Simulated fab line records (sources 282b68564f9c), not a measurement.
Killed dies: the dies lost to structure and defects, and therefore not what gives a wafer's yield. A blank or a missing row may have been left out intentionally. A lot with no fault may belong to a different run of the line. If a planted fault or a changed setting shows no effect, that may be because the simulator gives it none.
Split-lot study    flow rit-cmos    5 lots, 23 wafers read, on a route of 202 steps

## SPLIT DETAILS
At RIT_FOX1_OXIDATION_00 (target thk 350.7 nm, ox time 1130 s), the setting ox-time-s was moved away from the recipe's 1130 s on 15 of the 23 wafers read, by -7.1% to +5.5%. This setting was run at the recipe's value on the other wafers.

Reading taken at the split's own step.

## THE READING
SiO2_of_FOX1_OXIDATION_00.thk-nm (the simulator's own value, which no gauge read), in nm, at RIT_FOX1_OXIDATION_00 (target thk 350.7 nm, ox time 1130 s). There is no usual value for it anywhere in the file. Across the 8 wafers here that went through the recipe, the average is 349.5 nm and the standard deviation 3 nm.

wafer   tool, chamber at the split  ox-time-s as run, s  against the recipe  SiO2_of_FOX1_OXIDATION_00.thk-nm, nm  against lot-mates on the recipe
L078.1  furnace-03, 0               1130                 recipe              348.4                                 -
L078.3  furnace-03, 0               1130                 recipe              355.9                                 -
L078.5  furnace-03, 0               1130                 recipe              349.1                                 -
L079.1  -, -                        1050                 -7.1%               338.7                                 no lot-mate on the recipe
L079.3  -, -                        1050                 -7.1%               341.3                                 no lot-mate on the recipe
L079.4  -, -                        1050                 -7.1%               340.2                                 no lot-mate on the recipe
L079.5  -, -                        1050                 -7.1%               341.8                                 no lot-mate on the recipe
L079.6  -, -                        1050                 -7.1%               347.4                                 no lot-mate on the recipe
L080.1  -, -                        1081                 -4.3%               338.9                                 no lot-mate on the recipe
L080.3  -, -                        1081                 -4.3%               338.8                                 no lot-mate on the recipe
L080.4  -, -                        1081                 -4.3%               333.7                                 no lot-mate on the recipe
L080.5  -, -                        1081                 -4.3%               336.4                                 no lot-mate on the recipe
L080.6  -, -                        1081                 -4.3%               335.6                                 no lot-mate on the recipe
L082.1  -, -                        1130                 recipe              349.3                                 -
L082.2  -, -                        1130                 recipe              351.1                                 -
L082.4  -, -                        1130                 recipe              345.1                                 -
L082.5  -, -                        1130                 recipe              350.5                                 -
L082.6  -, -                        1130                 recipe              346.7                                 -
L084.1  -, -                        1192                 +5.5%               369.9                                 no lot-mate on the recipe
L084.3  -, -                        1192                 +5.5%               366.7                                 no lot-mate on the recipe
L084.4  -, -                        1192                 +5.5%               364.5                                 no lot-mate on the recipe
L084.5  -, -                        1192                 +5.5%               363.5                                 no lot-mate on the recipe
L084.6  -, -                        1192                 +5.5%               362.5                                 no lot-mate on the recipe

THE FIT
A straight line over all 23 wafers: SiO2_of_FOX1_OXIDATION_00.thk-nm changes by +2.09 nm for each +1% of ox-time-s; r = +0.89; the points scatter about the line by 5 nm.
Too few moved wafers with a lot-mate on the recipe to fit a line net of each lot's own level.

## FILE'S OWN FIT
SiO2_of_FOX1_OXIDATION_00.thk-nm changes by +2.09 nm for each +1% of ox-time-s, r = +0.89.
